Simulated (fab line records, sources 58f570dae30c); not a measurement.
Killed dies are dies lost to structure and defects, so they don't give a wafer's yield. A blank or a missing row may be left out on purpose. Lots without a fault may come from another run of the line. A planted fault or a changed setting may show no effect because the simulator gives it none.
Which tool did it? | flow berkeley_cmos170 | 14 lots, 38 wafers sampled, at 3 steps of a route of 331

WHAT THE GAUGES READ, wafer by wafer
UCB170_START_BOW_MEAS_00.
lot  | measured    | on            | INCOMING_BOW (um)
L636 | day 1 10:02 | film_metro-01 | 6 -2 0
L640 | day 2 06:00 | film_metro-01 | -1 -2 0
L641 | day 2 11:00 | film_metro-01 | 0 1 0
L642 | day 2 16:02 | film_metro-01 | -5 0 -2
L644 | day 3 02:01 | film_metro-01 | -4 -8 -1
L646 | day 3 12:00 | film_metro-01 | 0 -5 -2
L648 | day 3 22:02 | film_metro-01 | -9 6 -1
L649 | day 4 03:00 | film_metro-03 | 0 1 -3
L651 | day 4 13:00 | film_metro-02 | -7 0 -3
L652 | day 4 18:00 | film_metro-01 | 2 3 -1
L656 | day 5 14:02 | film_metro-02 | -2
L657 | day 5 19:05 | film_metro-01 | 4
L658 | day 6 00:02 | film_metro-02 | -3 -18 -9
L659 | day 6 05:02 | film_metro-03 | 12 -2 -2

UCB170_PFIELD_TW_MEAS_09.
lot  | measured    | on            | PFIELD_TW
L636 | day 4 11:37 | film_metro-04 | 601 602 599
L640 | day 5 09:14 | film_metro-02 | 605 605 599
L641 | day 5 09:08 | film_metro-04 | 601 599 594
L642 | day 5 13:35 | film_metro-02 | 600 605 602
L644 | day 6 04:53 | film_metro-03 | 596 598 602
L646 | day 6 13:40 | film_metro-04 | 600 603 607
L648 | day 6 14:40 | film_metro-04 | 600 601 606
L649 | day 7 03:02 | film_metro-03 | 598 597 599
L651 | day 7 08:15 | film_metro-04 | 600 598 601
L652 | day 7 20:05 | film_metro-02 | 601 604 603
L656 | day 8 15:45 | film_metro-03 | 594
L657 | day 8 15:52 | film_metro-02 | 598
L658 | day 8 16:01 | film_metro-03 | 595 595 597
L659 | day 9 03:44 | film_metro-02 | 604 606 606

WHICH TOOL RAN EACH LOT (tool, then ch and the chambers of the sampled wafers, then the start)
lot  | UCB170_PWELL_STRIP_16
L636 | plasma_asher-02 ch 0,1, day 3 01:31
L640 | plasma_asher-04 ch 0,1, day 4 00:36
L641 | plasma_asher-02 ch 0,1, day 4 00:32
L642 | plasma_asher-01 ch 0,1, day 4 07:43
L644 | plasma_asher-04 ch 0,1, day 5 02:02
L646 | plasma_asher-04 ch 0,1, day 5 07:10
L648 | plasma_asher-02 ch 0,1, day 5 10:20
L649 | plasma_asher-01 ch 0,1, day 5 20:03
L651 | plasma_asher-04 ch 0,1, day 6 05:10
L652 | plasma_asher-02 ch 0,1, day 6 05:26
L656 | plasma_asher-01 ch 0, day 7 04:46
L657 | plasma_asher-04 ch 1, day 7 10:34
L658 | plasma_asher-04 ch 0,1, day 7 14:58
L659 | plasma_asher-04 ch 0,1, day 7 21:56
- UCB170_PWELL_STRIP_16: strips in O2.

WHAT THE TOOLS THEMSELVES READ (means of the sampled wafers that have a number; where no wafer has one, the mark that the record gives instead)
UCB170_PWELL_STRIP_16.
lot  | tool            | chamber_pressure_mTorr (mTorr) | drypump_motor_current_A (A) | oes_product_au (a.u.) | strip_time_to_endpoint_s (s)
L636 | plasma_asher-02 | 3500                           | 5.69                        | 0.723                 | 18.22
L640 | plasma_asher-04 | 3500                           | 5.88                        | 0.721                 | 18.25
L641 | plasma_asher-02 | 3499                           | 5.68                        | 0.718                 | 18.04
L642 | plasma_asher-01 | 3506                           | 5.85                        | 0.720                 | 18.20
L644 | plasma_asher-04 | 3499                           | 5.90                        | 0.722                 | 18.19
L646 | plasma_asher-04 | 3497                           | 5.81                        | 0.719                 | 18.11
L648 | plasma_asher-02 | 3499                           | 5.75                        | 0.721                 | 18.10
L649 | plasma_asher-01 | 3499                           | 5.88                        | 0.721                 | 18.16
L651 | plasma_asher-04 | 3500                           | 5.87                        | 0.719                 | 18.22
L652 | plasma_asher-02 | 3502                           | 5.74                        | 0.719                 | 18.10
L656 | plasma_asher-01 | 3501                           | 5.89                        | 0.723                 | 18.07
L657 | plasma_asher-04 | 3494                           | 5.95                        | 0.716                 | 18.16
L658 | plasma_asher-04 | 3501                           | 5.92                        | 0.720                 | 18.15
L659 | plasma_asher-04 | 3498                           | 5.88                        | 0.721                 | 18.07

THE ANSWER, worked out from the rows above alone
Rule: what is usual is taken from the lots themselves. Put in order of their means at a reading, lots are off if they are a third of the lots or fewer, leave a main group of 4 or more, and stand apart from it by a gap of 3 or more times the standard deviation of the main group's means; of several such gaps the widest counts. A main group whose means are all the same, to the digits that the tables above print for the reading, isn't used. A lot without any number at a reading at which 4 lots or more have one is off too. The other lots that the step has rows for count as sound. The gauges are gone through in route order, then the tools' own readings, and for those a lot's mean is taken as printed above. The first step at which some lot is off is used, and at that step the reading that is off furthest; a lot without a number counts as furthest.
No lot is off at any reading shown: from this, nothing can be told.

WHAT THE SIMULATOR HAD PUT IN
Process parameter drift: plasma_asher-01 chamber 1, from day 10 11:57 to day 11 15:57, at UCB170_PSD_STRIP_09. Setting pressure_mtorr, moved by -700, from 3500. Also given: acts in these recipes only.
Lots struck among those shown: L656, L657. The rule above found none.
